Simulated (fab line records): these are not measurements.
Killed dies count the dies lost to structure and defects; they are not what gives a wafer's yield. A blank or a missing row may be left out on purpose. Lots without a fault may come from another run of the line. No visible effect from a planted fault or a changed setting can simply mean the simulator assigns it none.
A single fault, viewed from 2 desks ; flow berkeley_cmos170 ; what lay behind the numbers comes last; until then each desk has only its own

## THE METROLOGY DESK
Means of the sampled wafers that have a number, per lot and without regard to the tool the lot ran on: this is what the gauges read. The brackets show how far a lot's mean lies from the usual mean; more than 4 standard deviations puts the lot out of limits, marked OUT.
Columns: A = cd_nm at UCB170_GATE_CD_MEAS_12, usual 349.9 nm
lot;first seen here;A
L444;day 7 09:53;350.7
L447;day 8 03:38;350.4
L448;day 8 03:48;350.6
L450;day 8 13:19;351.3
L454;day 8 17:42;349.4
L455;day 8 17:58;348.7
L453;day 8 18:04;346.8
L451;day 8 18:10;347.4
L452;day 8 18:17;349.0
L456;day 10 01:15;350.1
L457;day 10 01:25;352.6
L460;day 10 15:10;302.7 (-34) OUT
L462;day 11 05:45;309.9 (-29) OUT
L464;day 11 08:44;350.0
This desk finds L460, L462 out of limits, L460 being first, at day 10 15:10 (cd_nm at UCB170_GATE_CD_MEAS_12). L444, L447, L448, L450, L454, L455, L453, L451, L452, L456, L457, L464: within limits.

## DESK OF THE TOOL OWNER: litho_track-01
The tool's own readings at UCB170_GATE_COAT_07 (resist thk 900 nm): means of the sampled wafers that have a number, for each lot that ran on this tool. The brackets show how far a lot's mean lies from the usual mean; more than 4 standard deviations puts the lot out of limits, marked OUT.
Columns: A = dispense_pressure_kPa at UCB170_GATE_COAT_07, usual 51.1 kPa
lot;first seen here;A
L444;day 7 08:00;52.9
L448;day 8 02:00;52.9
L450;day 8 12:00;52.9
L455;day 8 16:00;52.9
L456;day 10 00:00;52.9
L460;day 10 14:00;52.9
L462;day 11 04:00;52.9
This desk's verdict: no lot among the 7 shows anything out of limits.

## TAKEN TOGETHER
L460, L462 would have let the metrology desk raise an alarm at day 10 15:10.
The desk of the tool owner found nothing out of limits.
The tool owner's desk has L460, L462 on record, within its limits.
All the named lots went through UCB170_GATE_COAT_07 on litho_track-01.

## WHAT THE SIMULATOR HAD INSERTED
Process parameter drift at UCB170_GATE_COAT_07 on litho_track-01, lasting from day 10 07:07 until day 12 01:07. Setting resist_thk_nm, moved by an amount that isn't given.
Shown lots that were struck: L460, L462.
Time in hours between the start of the fault and the first out-of-limits reading at each desk: metrology desk, 8.
